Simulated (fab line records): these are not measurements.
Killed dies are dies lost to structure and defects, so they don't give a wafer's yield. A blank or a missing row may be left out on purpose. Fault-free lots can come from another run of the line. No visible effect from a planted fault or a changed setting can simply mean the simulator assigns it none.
Split-lot experiment    flow rit-cmos    route with 202 steps; 5 lots, 23 wafers read

## ABOUT THE SPLIT
At RIT_SPACER_CVD_03 (deposits Si3N4 from SiH2Cl2/NH3, target thk 250 nm, time 3300 s), the setting pressure-mtorr was moved away from the recipe's 300 mTorr on 20 of the 23 wafers read, by -11.5% to +8.6%. For the rest of the wafers, this setting stayed at what the recipe calls for.

There is no step in the file separating the split from the reading.

## THE READING
SPACER_NITRIDE_THK (nm), taken at RIT_SPACER_THK_MEAS_04. A value of 250.9 nm with a standard deviation of 2.4 nm is what fault-free wafers of this fab line usually give.

wafer   tool, chamber at the split  pressure-mtorr as run, mTorr  against the recipe  SPACER_NITRIDE_THK, nm  against lot-mates on the recipe
L078.2  -, -                        320                           +6.7%               253.9                   no lot-mate on the recipe
L078.3  -, -                        320                           +6.7%               254.4                   no lot-mate on the recipe
L078.4  -, -                        320                           +6.7%               255.0                   no lot-mate on the recipe
L078.5  -, -                        320                           +6.7%               256.5                   no lot-mate on the recipe
L078.6  -, -                        320                           +6.7%               253.9                   no lot-mate on the recipe
L080.2  lpcvd-01, 1                 300                           recipe              249.5                   -
L080.4  lpcvd-01, 1                 300                           recipe              251.7                   -
L080.6  lpcvd-01, 1                 300                           recipe              251.7                   -
L082.1  -, -                        265.6                         -11.5%              242.1                   no lot-mate on the recipe
L082.2  -, -                        265.6                         -11.5%              242.0                   no lot-mate on the recipe
L082.3  -, -                        265.6                         -11.5%              241.5                   no lot-mate on the recipe
L082.4  -, -                        265.6                         -11.5%              243.4                   no lot-mate on the recipe
L082.5  -, -                        265.6                         -11.5%              242.8                   no lot-mate on the recipe
L083.1  -, -                        284.1                         -5.3%               246.6                   no lot-mate on the recipe
L083.2  -, -                        284.1                         -5.3%               245.1                   no lot-mate on the recipe
L083.3  -, -                        284.1                         -5.3%               246.5                   no lot-mate on the recipe
L083.4  -, -                        284.1                         -5.3%               246.4                   no lot-mate on the recipe
L083.6  -, -                        284.1                         -5.3%               245.5                   no lot-mate on the recipe
L084.2  -, -                        325.7                         +8.6%               257.8                   no lot-mate on the recipe
L084.3  -, -                        325.7                         +8.6%               260.2                   no lot-mate on the recipe
L084.4  -, -                        325.7                         +8.6%               256.0                   no lot-mate on the recipe
L084.5  -, -                        325.7                         +8.6%               261.2                   no lot-mate on the recipe
L084.6  -, -                        325.7                         +8.6%               259.6                   no lot-mate on the recipe

THE FIT
A straight line over all 23 wafers: SPACER_NITRIDE_THK changes by +0.787 nm for each +1% of pressure-mtorr; r = +0.97; the points scatter about the line by 1.6 nm.
Too few moved wafers with a lot-mate on the recipe to fit a line net of each lot's own level.

## THE WHOLE CHAIN: every reading that the file lists as answering this split, in the file's order
step                    what it does                                                              reading                                                                         change (the file's fit)                r (the file's)
RIT_SPACER_CVD_03       deposits Si3N4 from SiH2Cl2/NH3, target thk 250 nm, time 3300 s           Si3N4_of_SPACER_CVD_03.thk-nm (the simulator's own value, which no gauge read)  +0.782 nm for each +1% of the setting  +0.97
RIT_SPACER_THK_MEAS_04                                                                            SPACER_NITRIDE_THK                                                              +0.786 for each +1% of the setting     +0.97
RIT_SPACER_ETCHBACK_05  etches Si3N4 in SF6/CHF3, stops on SiO2, target depth 250 nm, time 240 s  etch.depth-nm (the simulator's own value, which no gauge read)                  +0.782 nm for each +1% of the setting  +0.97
RIT_SPACER_ETCHBACK_05  etches Si3N4 in SF6/CHF3, stops on SiO2, target depth 250 nm, time 240 s  Si3N4_of_SPACER_CVD_03.thk-nm (the simulator's own value, which no gauge read)  +0.658 nm for each +1% of the setting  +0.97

## FILE'S OWN FIT
SPACER_NITRIDE_THK changes by +0.786 nm for each +1% of pressure-mtorr, r = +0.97.
